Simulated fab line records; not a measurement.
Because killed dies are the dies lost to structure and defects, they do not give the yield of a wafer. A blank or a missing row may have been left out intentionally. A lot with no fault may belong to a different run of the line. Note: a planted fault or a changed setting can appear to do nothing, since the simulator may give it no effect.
Tool commonality check	flow rit cmos	15 lots, 45 wafers sampled

== WHY IT WAS OPENED ==
RIT_NWELL_OVL_MEAS_06, reading NWELL_OVL: flagged on 3 of 15 lots. Wafers without a fault read -0.9 nm, standard deviation 1.2.
Rule: a lot is flagged when every wafer of it that has a number lies more than 4 standard deviations from that mean, or none has a number. The rest of the lots are taken to be sound.

lot	measured	on	NWELL_OVL (nm), wafer by wafer	flag
L973	day 1 20:38	overlay-01	-0.5 0.0 -1.3	
L974	day 2 02:25	overlay-01	-2.5 -2.9 -1.7	
L975	day 2 06:19	overlay-02	-1.4 -1.3 -2.5	
L977	day 2 16:10	overlay-01	0.1 -0.4 -1.0	
L978	day 2 23:02	overlay-01	-2.1 -2.8 -2.8	
L980	day 3 07:43	overlay-02	0.7 -1.1 -1.9	
L981	day 3 12:43	overlay-02	-1.6 -0.1 -0.5	
L982	day 3 17:12	overlay-02	-0.7 -1.4 -0.8	
L983	day 3 22:12	overlay-02	-1.2 -0.5 -1.8	
L985	day 4 08:38	overlay-01	-1.3 -0.2 -0.6	
L986	day 4 13:19	overlay-01	-179.5 -179.9 -179.3	FLAGGED
L988	day 5 01:42	overlay-02	-182.6 -182.5 -181.5	FLAGGED
L992	day 5 20:50	overlay-01	-181.5 -182.4 -182.9	FLAGGED
L993	day 6 02:47	overlay-02	-1.6 -1.6 -0.8	
L995	day 6 10:15	overlay-01	0.4 -1.6 2.1	
Flagged lots average -181.3 nm: -180.4 nm relative to the usual, that is -99 or more standard deviations.

== WHICH TOOL EACH LOT WENT THROUGH ==
The record holds 1 process step before the reading, out of a route of 202 steps. Every cell lists first the tool, next ch and the chambers used by the sampled wafers, and last the start.
lot	flag	RIT_NWELL_EXPOSE_03
L973		iline stepper-02 ch 0, day 1 20:14
L974		iline stepper-02 ch 0, day 2 01:59
L975		iline stepper-01 ch 0, day 2 05:54
L977		iline stepper-02 ch 0, day 2 15:44
L978		iline stepper-02 ch 0, day 2 22:33
L980		iline stepper-02 ch 0, day 3 07:18
L981		iline stepper-02 ch 0, day 3 12:19
L982		iline stepper-02 ch 0, day 3 16:48
L983		iline stepper-02 ch 0, day 3 21:47
L985		iline stepper-01 ch 0, day 4 08:13
L986	FLAGGED	iline stepper-02 ch 0, day 4 12:55
L988	FLAGGED	iline stepper-02 ch 0, day 5 01:16
L992	FLAGGED	iline stepper-02 ch 0, day 5 20:26
L993		iline stepper-01 ch 0, day 6 02:24
L995		iline stepper-01 ch 0, day 6 09:49
These steps, and what they do:
- RIT_NWELL_EXPOSE_03: exposes mask M2, target cd 43900 nm.
- RIT_NWELL_OVL_MEAS_06

== FLAGGED OVER TOTAL, TOOL BY TOOL (the gauges that took the reading come last) ==
step	tool	lots run	flagged	share of the flagged lots	sound lots run after its first flagged lot
RIT_NWELL_EXPOSE_03	iline stepper-01	4	0	none	-
RIT_NWELL_EXPOSE_03	iline stepper-02	11	3	all	0
RIT_NWELL_OVL_MEAS_06	overlay-01	8	2	some	1 (L995)
RIT_NWELL_OVL_MEAS_06	overlay-02	7	1	some	1 (L993)

== THE TABLE: WHAT IT ALLOWS ==
All flagged lots share 1 row of the table, namely iline stepper-02 at RIT_NWELL_EXPOSE_03.
- iline stepper-02 at RIT_NWELL_EXPOSE_03: 3 of its 11 lots flagged. Last sound lot L983 at day 3 21:47, first flagged lot L986 at day 4 12:55; a fault beginning in between fits.
One tool is left: iline stepper-02 at RIT_NWELL_EXPOSE_03.

== WHAT THE SIMULATOR HAD PUT IN ==
Scanner matching overlay: iline stepper-02, from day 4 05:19 on, at RIT_NWELL_EXPOSE_03. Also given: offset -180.
Lots struck among those shown: L986, L988, L992. The rule above reached the same finding.
